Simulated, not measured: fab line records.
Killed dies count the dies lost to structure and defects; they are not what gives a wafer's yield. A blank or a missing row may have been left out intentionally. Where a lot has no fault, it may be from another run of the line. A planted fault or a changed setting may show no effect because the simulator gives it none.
Lot-split experiment	flow berkeley cmos170	on a route of 331 steps: 5 lots, 23 wafers read

## ON THE SPLIT
At UCB170_PLDD_PEB_04, the setting peb temp c was moved away from the recipe's 130 C on 10 of the 23 wafers read, by +1.6% to +2.9%. All remaining wafers had this setting at the recipe value.

## SPLIT TO READING: what lies between them in the file, 1 step
- UCB170_PLDD_DEVELOP_05: develop time 45 s

## THE READING
At UCB170_PLDD_CD_MEAS_06: cd nm in nanometres, against a target cd of 1200 nm. Typical for fault-free wafers on this fab line: 1199.8 nm, with standard deviation 1.5 nm.

wafer	tool, chamber at the split	peb temp c as run, C	against the recipe	cd nm, nm	against lot-mates on the recipe
L075.1	litho track-04, 0	132.3	+1.8%	1214.0	+14.8
L075.2	litho track-04, 0	130	recipe	1198.7	-
L075.4	litho track-04, 0	132.3	+1.8%	1213.0	+13.8
L075.5	litho track-04, 0	132.3	+1.8%	1214.0	+14.8
L075.6	litho track-04, 0	130	recipe	1199.8	-
L076.1	litho track-01, 0	130	recipe	1201.8	-
L076.2	litho track-01, 0	130	recipe	1202.2	-
L076.3	litho track-01, 0	130	recipe	1201.7	-
L076.4	litho track-01, 0	133.3	+2.5%	1221.7	+19.8
L076.5	litho track-01, 0	133.3	+2.5%	1221.5	+19.6
L080.1	litho track-03, 0	132.1	+1.6%	1213.7	+13.7
L080.3	litho track-03, 0	130	recipe	1199.8	-
L080.4	litho track-03, 0	130	recipe	1200.2	-
L080.5	litho track-03, 0	132.1	+1.6%	1212.0	+12.0
L080.6	litho track-03, 0	130	recipe	1199.9	-
L079.1	litho track-01, 0	133.8	+2.9%	1220.9	+20.9
L079.3	litho track-01, 0	130	recipe	1199.7	-
L079.4	litho track-01, 0	133.8	+2.9%	1221.3	+21.3
L079.5	litho track-01, 0	133.8	+2.9%	1221.4	+21.4
L079.6	litho track-01, 0	130	recipe	1200.3	-
L084.1	litho track-01, 0	130	recipe	1199.3	-
L084.2	litho track-01, 0	130	recipe	1199.0	-
L084.3	litho track-01, 0	130	recipe	1199.3	-

THE FIT
A straight line over all 23 wafers: cd nm changes by +7.63 nm for each +1% of peb temp c; r = +0.99; the points scatter about the line by 1.2 nm.
The same after taking each lot's own level away (the mean of its wafers on the recipe; 23 wafers): +7.55 nm for each +1%; r = +1.00; scatter 0.69 nm.
Per that fit: largest peb temp c move, reading shift of 22 nm.
Measured against the standard deviation above, the lots' own levels, which go from 1199.20 to 1201.90 nm, span 1.8 times it.
Consequently the slope shifts little with the lot-to-lot level, the two slopes agreeing.
Check: with one of the wafers moved furthest among these (+2.9%) left out of the fit, the line predicts +22.5 nm for it against its lot-mates. Against them it came out at +20.9 nm.

## THE OTHER SPLITS THESE WAFERS WENT THROUGH
Note: prior to the reading, these wafers also went through further splits. Each is held against what the fit with the lots' levels taken away leaves over:
other split on the same wafers	wafers away from the commonest value	r with cd nm (lot level and that fit taken away)
UCB170_NWELL_CVD_04 pressure mtorr	18	+0.26
UCB170_NWELL_IMPLANT_14 dose cm2	6	-0.10
UCB170_WELLDRIVE_OXIDATION_01 temp c	18	+0.49
UCB170_ACTIVE_CVD_05 sih2cl2 flow sccm	15	+0.24
UCB170_ACTIVE_COAT_08 spin rpm	8	+0.30
UCB170_FIELD_OXIDATION_01 temp c	18	-0.05
UCB170_NVT_IMPLANT_07 tilt deg	11	-0.04

## FILE'S OWN FIT
cd nm changes by +7.64 nm for each +1% of peb temp c, r = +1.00.
